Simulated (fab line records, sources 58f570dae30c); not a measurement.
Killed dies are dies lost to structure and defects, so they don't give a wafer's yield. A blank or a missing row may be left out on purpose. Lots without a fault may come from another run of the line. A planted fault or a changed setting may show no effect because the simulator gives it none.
Problem report in the 8D (eight disciplines) form, filled by code | flow berkeley_cmos170 | the parts of the form that need people (team, actions taken, sign-off) are left out

1. THE PROBLEM
NWELL_TW at UCB170_NWELL_TW_MEAS_16 reads a mean of 1210 on 6 wafers of 2 lots; wafers without a fault read 1255 with a standard deviation of 9.2. That is -4.9 standard deviations from the usual mean.
First seen on wafer L783.2, day 5 06:28, on film_metro-03. The record holds 42 wafers of 14 lots with a number at this step. Rule for "out", or "out of limits": more than 4 standard deviations from the usual mean. The other wafers with a number count as sound.

2. WHAT IT IS AND WHAT IT IS NOT
question                    | is                     | is not
which readings at this step | NWELL_TW               | -
which lots                  | L783, L784             | L769, L770, L771, L773, L774, L775, L776, L782, L785, L789, L790, L792
which wafers of those lots  | all that have a number | -
read on which gauges        | film_metro-03          | film_metro-02
when                        | from day 5 06:28       | up to then (21 sound wafers); but 15 sound wafers of L782, L785, L789, L790, L792 came after

3. SUSPECTS, AND WHAT RULES EACH OUT
Counting: a tool at a process step up to the reading stays a suspect if it ran every lot that is out and no sound lot after the first of them.
- the gauge at UCB170_NWELL_TW_MEAS_16: ruled out. All the wafers that are out were read on film_metro-03, but those of them that UCB170_NWELL_IMPLANT_14 has rows for are out there too, on other tools.
- implanter-03 at UCB170_NWELL_IMPLANT_14: kept. It ran every lot that is out, first L783 (day 5 06:14), and no sound lot after that; its last sound lot up to then is L776 (day 3 20:08). Its own readings are out on those wafers: dose_ions_cm2.
Left after counting: implanter-03 at UCB170_NWELL_IMPLANT_14.

4. THE CAUSE (what the simulator had put in)
Process parameter drift: implanter-03, from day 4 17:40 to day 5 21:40, at UCB170_NWELL_IMPLANT_14. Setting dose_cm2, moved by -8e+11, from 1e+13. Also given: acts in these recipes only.
Counting left only this tool.

5. THE CHAIN OF EFFECTS, in route order
Each row: a reading whose mean over the struck wafers that have a number lies more than 3 standard deviations from the usual. Only readings for which the record gives a usual standard deviation are gone through. hours: the time from each lot's start at the first step in this table that gives one to its start at this step, as a median over the lots. sigmas: the change in usual standard deviations.
hours | step                    | reading            | usual      | on struck wafers | change      | sigmas
0     | UCB170_NWELL_IMPLANT_14 | dose_ions_cm2      | 1.0001e+13 | 9.1977e+12       | -8.0333e+11 | -67
0     | UCB170_NWELL_IMPLANT_14 | faraday_current_uA | 31.8       | 29.4             | -2.4        | -4.1
0     | UCB170_NWELL_TW_MEAS_16 | NWELL_TW           | 1255       | 1210             | -45         | -4.9
The process steps in it:
- UCB170_NWELL_IMPLANT_14

6. WHAT WOULD HAVE CAUGHT IT SOONER
In this record the first reading out of limits at a measuring or inspecting step was taken at day 5 06:28, 13 hours after the fault began at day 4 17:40.
The tool's own readings at UCB170_NWELL_IMPLANT_14 were out on every struck wafer that the step has a row for (dose_ions_cm2): an alarm limit on them would have fired on the first of those.
Of the lots that are out (2), L784 began UCB170_NWELL_IMPLANT_14 on implanter-03 after day 5 06:28. A hold on the tool at that time would have spared it.
